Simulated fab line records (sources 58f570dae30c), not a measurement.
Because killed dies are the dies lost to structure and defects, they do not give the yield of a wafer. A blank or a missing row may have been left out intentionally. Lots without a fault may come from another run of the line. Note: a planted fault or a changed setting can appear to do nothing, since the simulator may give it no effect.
Problem report, 8D (eight disciplines) form, completed by code || flow berkeley cmos170 || the parts of the form that need people (team, actions taken, sign-off) are left out

1. WHAT IS WRONG
Mean of cd nm at UCB170_NLDD_CD_MEAS_06: 1192.8 nm across 6 wafers in 2 lots; on wafers with no fault it is 1199.7 nm (standard deviation 1.1). That is -6.3 standard deviations from the usual mean.
The step: target cd 1200 nm.
Seen first at day 9 23:07 on cd sem-01, wafer L752.1. The record holds 42 wafers of 14 lots with a number at this step. The rule behind "out" and "out of limits": a value lying over 4 standard deviations away from the usual mean. The other wafers with a number count as sound.

2. WHAT THIS IS AND IS NOT
{"question": "which readings at this step", "is": "cd nm", "is not": "-"}
{"question": "which lots", "is": "L752, L753", "is not": "L735, L737, L738, L739, L741, L744, L745, L746, L747, L754, L755, L756"}
{"question": "which wafers of those lots", "is": "all that have a number", "is not": "-"}
{"question": "read on which gauges", "is": "cd sem-01", "is not": "cd sem-02"}
{"question": "when", "is": "from day 9 23:07", "is not": "up to then (27 sound wafers); but 9 sound wafers of L754, L755, L756 came after"}

3. SUSPECTS, AND WHAT RULES EACH OUT
Counting: a tool at any process step up to the reading remains a suspect when it ran all the lots that are out and ran no sound lot after the first of those.
- ruled out: the gauge at UCB170_NLDD_CD_MEAS_06. All the wafers that are out were read on cd sem-01, but those of them that UCB170_NLDD_STRIP_10 has rows for are out there too, on other tools.
- litho track-04 at UCB170_NLDD_COAT_01 (resist thk 900 nm): kept. It processed each lot that is out, first L752 at day 9 22:01, and no sound lot thereafter; up to then, the last sound lot it processed was L747 at day 9 07:52.
Remaining after the count: litho track-04 at UCB170_NLDD_COAT_01.

4. THE CAUSE (what the simulator had put in)
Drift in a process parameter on litho track-04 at UCB170_NLDD_COAT_01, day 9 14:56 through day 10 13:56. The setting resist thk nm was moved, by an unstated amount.
Counting left only this tool.

5. SEQUENCE OF EFFECTS, ordered by route
Rows list readings where the struck wafers' mean (over those with a number) sits beyond 3 standard deviations from the usual. Only readings for which the record gives a usual standard deviation are gone through. hours: the time from each lot's start at the first step in this table that gives one to its start at this step, as a median over the lots. sigmas: the change in usual standard deviations.
{"hours": 0, "step": "UCB170_NLDD_CD_MEAS_06", "reading": "cd nm", "usual": "1199.7 nm", "on struck wafers": 1192.8, "change": -6.9, "sigmas": -6.3}
{"hours": 0, "step": "UCB170_NLDD_STRIP_10", "reading": "strip time to endpoint s", "usual": "21.62 s", "on struck wafers": 25.87, "change": "+4.25", "sigmas": "+90"}
Here are the process steps it includes:
- UCB170_NLDD_STRIP_10: strips in O2.
Later steps that measure or inspect, where all struck wafers having a row at the step show a number for every such reading and not one has moved that far: UCB170_PSD_TW_MEAS_10.

6. WHAT WOULD HAVE CAUGHT IT SOONER
The first out-of-limits reading at a measuring or inspecting step in this record came at day 9 23:07, 8 hours after the fault's start at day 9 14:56.
An alarm limit of 4 standard deviations would not have fired on the tool readings at UCB170_NLDD_COAT_01 for which the record gives a usual standard deviation, since none of them was out on any struck wafer.
Of the lots that are out (2), L753 began UCB170_NLDD_COAT_01 on litho track-04 after day 9 23:07. Putting the tool on hold at that point would have spared it.
